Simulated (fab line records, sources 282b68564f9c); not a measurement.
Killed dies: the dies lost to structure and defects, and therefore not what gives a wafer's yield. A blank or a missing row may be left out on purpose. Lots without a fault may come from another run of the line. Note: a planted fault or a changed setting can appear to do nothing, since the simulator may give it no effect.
Split-lot experiment    flow ritCmos    23 wafers read across 5 lots, on a route 202 steps long

## ABOUT THE SPLIT
At RIT_CONTACT_EXPOSE_05 (exposes mask M11, target cd 1000 nm), the setting doseMj was moved away from the recipe's 250 on 7 of the 23 wafers read, by +2.9% to +6.8%. All remaining wafers had this setting at the recipe value.

## FROM THE SPLIT TO THE READING: what the file shows between them, 6 steps
- RIT_CONTACT_PEB_06
- RIT_CONTACT_DEVELOP_07: develop time 123 s
- RIT_CONTACT_CD_MEAS_08: target cd 1000 nm
- RIT_CONTACT_HARDBAKE_10: time 60 s
- RIT_CONTACT_ETCH_11: etches SiO2 in CHF3/CF4/Ar, stops on TiSi2, target depth 480 nm, time 320 s
- RIT_CONTACT_STRIP_12: strips in O2, time 180 s

## THE READING
cdNm at RIT_CONTACT_CD_MEAS_90, given in nm (cd target 1000 nm). A value of 1000.3 nm with a standard deviation of 2.7 nm is what fault-free wafers of this fab line usually give.

wafer   tool, chamber at the split  doseMj as run  against the recipe  cdNm, nm  against lot-mates on the recipe
L075.1  ilineStepper-01, 0          250            recipe              999.2     -
L075.2  ilineStepper-01, 0          250            recipe              1000.2    -
L075.4  ilineStepper-01, 0          250            recipe              999.7     -
L075.5  ilineStepper-01, 0          250            recipe              998.5     -
L075.6  ilineStepper-01, 0          250            recipe              1000.7    -
L079.2  ilineStepper-01, 0          267            +6.8%               1016.7    +18.1
L079.3  ilineStepper-01, 0          250            recipe              999.1     -
L079.4  ilineStepper-01, 0          250            recipe              998.6     -
L079.5  ilineStepper-01, 0          250            recipe              998.0     -
L079.6  ilineStepper-01, 0          267            +6.8%               1017.3    +18.7
L080.2  ilineStepper-01, 0          250            recipe              1004.2    -
L080.3  ilineStepper-01, 0          259.8          +3.9%               1014.5    +10.3
L080.4  ilineStepper-01, 0          250            recipe              1004.5    -
L080.5  ilineStepper-01, 0          259.8          +3.9%               1014.6    +10.4
L080.6  ilineStepper-01, 0          250            recipe              1003.8    -
L082.2  ilineStepper-02, 0          257.3          +2.9%               1007.8    +5.8
L082.3  ilineStepper-02, 0          257.3          +2.9%               1008.7    +6.8
L082.4  ilineStepper-02, 0          257.3          +2.9%               1008.1    +6.1
L082.5  ilineStepper-02, 0          250            recipe              1002.0    -
L082.6  ilineStepper-02, 0          250            recipe              1001.9    -
L084.1  ilineStepper-01, 0          250            recipe              998.7     -
L084.2  ilineStepper-01, 0          250            recipe              998.1     -
L084.6  ilineStepper-01, 0          250            recipe              998.1     -

THE FIT
A straight line over all 23 wafers: cdNm changes by +2.7 nm for each +1% of doseMj; r = +0.94; the points scatter about the line by 2.3 nm.
The same after taking each lot's own level away (the mean of its wafers on the recipe; 23 wafers): +2.63 nm for each +1%; r = +0.99; scatter 0.72 nm.
The reading moves by 18 nm for the largest change in doseMj, on that fit.
From 998.30 to 1004.17 nm: that is the span of the lots' own levels, equal to 2.2 times the standard deviation above.
Hence the lot-to-lot level has little effect on the slope; both slopes agree.
Check: +17.5 nm against its lot-mates is what the line predicts for one of the wafers moved furthest among these (+6.8%) when that wafer is left out of the fit. It came out at +18.1 nm against them.

## ADDITIONAL SPLITS CARRIED BY THESE WAFERS
Note: prior to the reading, these wafers also went through further splits. Each is held against what the fit with the lots' levels taken away leaves over:
other split on the same wafers  wafers away from the commonest value  r with cdNm (lot level and that fit taken away)
RIT_SPACER_CVD_03 timeS         15                                    +0.12
RIT_SDANNEAL_CLEAN_00 tempC     10                                    +0.32
RIT_SILICIDE_SPUTTER_01 powerW  9                                     +0.15

## THE WHOLE CHAIN: every reading that the file lists as answering this split, in the file's order
step                    what it does        reading                                                        change (the file's fit)               r (the file's)
RIT_CONTACT_DEVELOP_07  develop time 123 s  CONTACT.cdNm (the simulator's own value, which no gauge read)  +2.63 nm for each +1% of the setting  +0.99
RIT_CONTACT_CD_MEAS_08  target cd 1000 nm   cdNm                                                           +2.63 nm for each +1% of the setting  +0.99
RIT_CONTACT_CD_MEAS_90  target cd 1000 nm   cdNm                                                           +2.63 nm for each +1% of the setting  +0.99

## THE FILE'S OWN FIT
cdNm changes by +2.63 nm for each +1% of doseMj, r = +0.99.
